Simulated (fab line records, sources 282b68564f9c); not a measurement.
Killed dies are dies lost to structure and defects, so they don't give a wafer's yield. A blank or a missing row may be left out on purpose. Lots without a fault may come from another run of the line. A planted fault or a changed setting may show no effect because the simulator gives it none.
One fault seen from 2 desks | flow rit_cmos | each desk has only its own numbers; what lay behind them comes last

THE TOOL OWNER'S DESK: pecvd-03
The tool's own readings at RIT_CONTACT_CVD_00 (deposits SiO2 from TEOS, target thk 400 nm, time 61 s): means of the sampled wafers that have a number, for each lot that ran on this tool. A lot is out of limits, marked OUT, if its mean lies more than 4 standard deviations from the usual mean; the brackets give that distance.
Columns: A = heater_power_w at RIT_CONTACT_CVD_00, usual 336 W; B = run_length_s at RIT_CONTACT_CVD_00, usual 88.9 s
lot  | first seen here | A   | B
L684 | day 3 06:52     | 362 | 89.0
L687 | day 4 00:49     | 355 | 89.4
L690 | day 4 13:42     | 362 | 89.4
L696 | day 6 05:25     | 372 | 91.4 (+5.0) OUT
L699 | day 6 14:18     | 324 | 91.8 (+5.6) OUT
This desk's finding: out of limits on L696, L699; first on L696, day 6 05:25 (run_length_s at RIT_CONTACT_CVD_00). In limits: L684, L687, L690.

THE METROLOGY DESK
What the gauges read, lot by lot, whatever tool the lot ran on: means of the sampled wafers that have a number. A lot is out of limits, marked OUT, if its mean lies more than 4 standard deviations from the usual mean; the brackets give that distance.
Columns: A = CONTACT_TEOS_THK at RIT_CONTACT_THK_MEAS_01, usual 399 nm
lot  | first seen here | A
L683 | day 3 02:19     | 398
L684 | day 3 06:55     | 404
L685 | day 3 13:43     | 403
L686 | day 3 18:14     | 402
L687 | day 4 00:52     | 398
L688 | day 4 05:24     | 398
L689 | day 4 09:44     | 399
L690 | day 4 13:45     | 398
L696 | day 6 05:28     | 413
L699 | day 6 14:21     | 408
L701 | day 6 21:46     | 406
L703 | day 7 06:33     | 398
L705 | day 7 18:28     | 398
L706 | day 8 01:18     | 397
This desk's finding: nothing out of limits on any of the 14 lots.

PUT TOGETHER
The tool owner's desk could have raised an alarm at day 6 05:25, on L696, L699.
The metrology desk saw nothing out of limits.
The metrology desk has L696, L699 on record, within its limits.
Of the lots named, all ran RIT_CONTACT_CVD_00 on pecvd-03.

WHAT THE SIMULATOR HAD PUT IN
Process parameter drift: pecvd-03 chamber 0, from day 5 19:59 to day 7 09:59, at RIT_CONTACT_CVD_00. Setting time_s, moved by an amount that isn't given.
Lots struck among those shown: L696, L699.
Hours from the fault's start to each desk's first reading out of limits: the tool owner's desk, 9.
